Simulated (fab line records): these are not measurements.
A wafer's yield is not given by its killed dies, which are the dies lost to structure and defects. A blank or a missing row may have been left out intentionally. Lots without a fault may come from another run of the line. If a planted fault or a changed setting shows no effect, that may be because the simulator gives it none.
A lot that was struck, set against a sound lot ; flow ritCmos ; 28 steps out of a route of 202
Sound: wafers L882.1, L882.2, L882.4. Wafers struck: L888.2, L888.3, L888.6. At the end, the cause is stated.
Each step with rows lists, per side, the tool, then ch with its chambers, then its first start. Under that, the readings that differ: sound wafers ; struck wafers ; difference of the means ; sigmas: that difference in standard deviations of wafers without a fault.
alike: words and numbers the same on both sides, and readings whose means are apart by under 2 such deviations; not compared: readings that were withheld, readings missing a value for some wafer, numbers with overlapping values and no deviation given by the record, and bounds like >300 which may hide the same value.
The two part at a step that has a row with sigmas, a row that says differs or no value, or rows on one side only. Non-overlapping numbers with no deviation appear without sigmas and do not part them. A reading missing from all wafers of one side parts the sides only when that side holds two or more wafers.

RIT_ACTIVE_BOW_MEAS_00:
  struck on filmMetro-02, day 3 07:01; sound on filmMetro-04, day 2 01:00
  alike: INCOMING_BOW
RIT_ACTIVE_OXIDATION_01: target thk 46.8 nm, ox time 3360 s.
  sound on furnace-03 ch 0, day 2 01:46; struck on furnace-02 ch 0, day 3 07:07
reading;sound;struck;difference;sigmas
oxTimeS (s);3360 3360 3360;1512 1512 1512;-1848;
model.SiO2_of_ACTIVE_OXIDATION_01.thkNm (nm);46.98 47.19 47.08;29.67 29.89 29.86;-17.28;
  alike: oxTempCMax, zonePowerCentrePct
RIT_ACTIVE_THK_MEAS_02:
  struck on filmMetro-02, day 3 09:04; sound on filmMetro-02, day 2 03:41
reading;sound;struck;difference;sigmas
ACTIVE_OXIDE_THK (nm);47.0 47.2 47.1;29.6 29.9 29.9;-17.3;-22
then, 1 step without rows for these wafers: RIT_ACTIVE_CVD_03 (deposits Si3N4 from SiH2Cl2/NH3, target thk 150 nm, time 1500 s).
RIT_ACTIVE_THK_MEAS_04:
  struck on filmMetro-02, day 3 10:32; sound on filmMetro-01, day 2 05:37
  alike: ACTIVE_NITRIDE_THK
then, 6 steps without rows for these wafers: RIT_ACTIVE_HMDS_05 (prime time 60 s); RIT_ACTIVE_COAT_06 (resist thk 1000 nm); RIT_ACTIVE_SOFTBAKE_07 (time 60 s); RIT_ACTIVE_EXPOSE_08 (exposes mask M1, target cd 1400 nm); RIT_ACTIVE_PEB_09; RIT_ACTIVE_DEVELOP_10 (develop time 50 s).
RIT_ACTIVE_CD_MEAS_11 targets a cd of 1400 nm.
  struck on cdSem-02, day 3 11:28; sound on cdSem-01, day 2 06:32
  alike: cdNm
then, 1 step without rows for these wafers: RIT_ACTIVE_HARDBAKE_12 (time 60 s).
RIT_ACTIVE_ETCH_13: etches Si3N4 in SF6, stops on SiO2, time 210 s, target depth 210 nm.
  sound on rieDiel-01 ch 1,2,3, day 2 06:48; struck on rieDiel-04 ch 2,3, day 3 11:43
reading;sound;struck;difference;sigmas
throttleValvePct (%);7.67 7.51 7.44;7.32 7.37 7.31;-0.21;-2
  alike: SF6_flow_sccm, drypumpMotorCurrentA, oesProductAu
  not compared: rfHoursCounterH
RIT_ACTIVE_STRIP_14: strips in O2, time 180 s.
  sound on plasmaAsher-01 ch 0,1, day 2 06:56; struck on plasmaAsher-01 ch 0,1, day 3 11:50
  alike: drypumpMotorCurrentA
  not compared: rfHoursCounterH
RIT_ACTIVE_CD_MEAS_90 targets a cd of 1400 nm.
  struck on cdSem-01, day 3 12:02; sound on cdSem-01, day 2 07:07
  alike: cdNm
then, 4 steps without rows for these wafers: RIT_ACTIVE_CLEAN_15 (cleans in SC1, time 600 s); RIT_ACTIVE_CLEAN_16 (cleans in dHF, time 30 s); RIT_ACTIVE_CLEAN_17 (cleans in SC2, time 600 s); RIT_FOX1_OXIDATION_00 (target thk 350.7 nm, ox time 1130 s).
RIT_FOX1_THK_MEAS_01:
  struck on filmMetro-03, day 3 13:55; sound on filmMetro-04, day 2 12:49
  alike: FOX1_OXIDE_THK
then, 2 steps without rows for these wafers: RIT_FOX1_WET_ETCH_02 (etches SiO2 in BOE, target depth 350 nm, time 390 s); RIT_FOX2_OXIDATION_00 (target thk 350.7 nm, ox time 1130 s).
RIT_FOX2_THK_MEAS_01:
  struck on filmMetro-03, day 3 15:27; sound on filmMetro-02, day 2 14:19
  alike: FOX2_OXIDE_THK
then, 1 step without rows for these wafers: RIT_FOX2_CLEAN_02 (cleans in dHF, time 180 s).
RIT_FOX2_WET_ETCH_03: etches Si3N4 in H3PO4, target depth 195 nm, time 2700 s.
  sound on wetBench-04 ch 1, day 2 14:26; struck on wetBench-03 ch 0, day 3 15:34
reading;sound;struck;difference;sigmas
model.SiO2_of_ACTIVE_OXIDATION_01.thkNm (nm);37.65 41.73 41.62;26.35 26.09 26.52;-14.01;
  alike: bathHeatDutyPct
RIT_FOX2_THK_MEAS_90:
  struck on filmMetro-02, day 3 16:20; sound on filmMetro-01, day 2 15:11
  alike: FIELD_OXIDE_LEFT_1_THK
RIT_M1_PROBE_99:
  struck on prober-01, day 5 07:43; sound on prober-01, day 4 07:28
reading;sound;struck;difference;sigmas
model.etest.pldd.widthNm (nm);3183 3179 3185;3322 3312 3320;+136;
model.etest.nldd.widthNm (nm);3191 3188 3172;3305 3301 3312;+122;
model.etest.nplusSal.widthNm (nm);3446 3440 3459;3556 3519 3561;+97;
model.etest.pplusSal.widthNm (nm);3434 3450 3429;3556 3547 3546;+112;
model.etest.nmos_0p3.rOnOhmUm;2150 2155 2178;2130 2091 2088;-58;
model.etest.nmosNarrow.driveUaUm;229.1 225.7 222.6;267.3 264.6 271.4;+42.0;
model.etest.pmosNarrow.driveUaUm;102.2 101.1 100.2;118.8 116.6 120.5;+17.5;
model.etest.nmos_0p3.driveUaUm;226 224.6 221.4;238.3 236.1 239.3;+13.9;
  alike: killedAtContacts, killedAtFrontEnd, killedDies, killedOpen, killedShort

## WHERE THEY PART
First at RIT_ACTIVE_THK_MEAS_02; last, within this record, at RIT_ACTIVE_ETCH_13. Later steps at which nothing parts them and some readings are alike: RIT_ACTIVE_STRIP_14, RIT_ACTIVE_CD_MEAS_90, RIT_FOX1_THK_MEAS_01, RIT_FOX2_THK_MEAS_01, RIT_FOX2_WET_ETCH_03, RIT_FOX2_THK_MEAS_90, RIT_M1_PROBE_99.

WHY: what the simulator had put in
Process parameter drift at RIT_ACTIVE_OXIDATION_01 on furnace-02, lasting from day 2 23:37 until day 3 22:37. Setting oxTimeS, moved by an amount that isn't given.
